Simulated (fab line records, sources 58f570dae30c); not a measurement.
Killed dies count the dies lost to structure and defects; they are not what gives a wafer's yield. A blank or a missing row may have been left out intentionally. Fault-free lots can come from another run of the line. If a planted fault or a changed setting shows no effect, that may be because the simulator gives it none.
Which tool was responsible? / flow berkeley_cmos170 / 7 lots, 21 wafers sampled, at 2 steps of a route of 331

## WHAT EACH GAUGE READ, for each wafer
UCB170_SDANNEAL_RS_MEAS_04: measures by four-point-probe.
lot=L593; measured=day 6 15:02; on=film_metro-04; PLDD_RS (ohm/sq)=1029.7 1028.6 1031.2
lot=L597; measured=day 7 21:48; on=film_metro-03; PLDD_RS (ohm/sq)=1029.2 1030.2 1028.3
lot=L599; measured=day 7 22:13; on=film_metro-04; PLDD_RS (ohm/sq)=1036.0 1036.7 1032.5
lot=L601; measured=day 8 07:26; on=film_metro-04; PLDD_RS (ohm/sq)=1034.1 1034.4 1031.2
lot=L608; measured=day 10 00:56; on=film_metro-01; PLDD_RS (ohm/sq)=1034.7 1029.5 1031.8
lot=L611; measured=day 10 16:48; on=film_metro-04; PLDD_RS (ohm/sq)=1009.9 1006.1 1006.1
lot=L613; measured=day 10 16:56; on=film_metro-01; PLDD_RS (ohm/sq)=1004.7 1004.6 1004.5

## EACH LOT AND THE TOOL THAT RAN IT (in order: tool; ch and the chambers of the sampled wafers; start)
lot=L593; UCB170_SPACER_ANNEAL_02=furnace-03 ch 0, day 6 08:26
lot=L597; UCB170_SPACER_ANNEAL_02=furnace-03 ch 0, day 7 12:10
lot=L599; UCB170_SPACER_ANNEAL_02=furnace-03 ch 0, day 7 12:10
lot=L601; UCB170_SPACER_ANNEAL_02=furnace-01 ch 0, day 8 00:51
lot=L608; UCB170_SPACER_ANNEAL_02=furnace-04 ch 0, day 9 16:24
lot=L611; UCB170_SPACER_ANNEAL_02=furnace-04 ch 0, day 10 06:11
lot=L613; UCB170_SPACER_ANNEAL_02=furnace-04 ch 0, day 10 06:11
- UCB170_SPACER_ANNEAL_02: time 1800 s.

## THE ANSWER, worked out from the rows above alone
Rule: the usual values come from the lots themselves. Put in order of their means at a reading, lots are off if they are a third of the lots or fewer, leave a main group of 4 or more, and stand apart from it by a gap of 3 or more times the standard deviation of the main group's means; of several such gaps the widest counts. A main group whose means are all the same, to the digits that the tables above print for the reading, isn't used. Also off: a lot with no number at a reading for which 4 or more lots have one. Any other lot the step has rows for is counted as sound.
Off: L611, L613, seen at UCB170_SDANNEAL_RS_MEAS_04 (PLDD_RS). For the main group the mean is 1031.9 ohm/sq and the standard deviation 2.2.
If a tool, at a process step before that reading, ran all the lots that are off and no sound lot after the first of them, it fits. Gauges at UCB170_SDANNEAL_RS_MEAS_04: tried the same way as those tools. One candidate fits, namely furnace-04 at UCB170_SPACER_ANNEAL_02. Its last sound lot is L608 (day 9 16:24), its first lot that is off L611 (day 10 06:11): a fault that began between those two fits.

## WHAT THE SIMULATOR HAD INSERTED
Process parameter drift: furnace-04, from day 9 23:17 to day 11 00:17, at UCB170_SPACER_ANNEAL_02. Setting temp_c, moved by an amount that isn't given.
Shown lots that were struck: L611, L613. The rule above found the same.
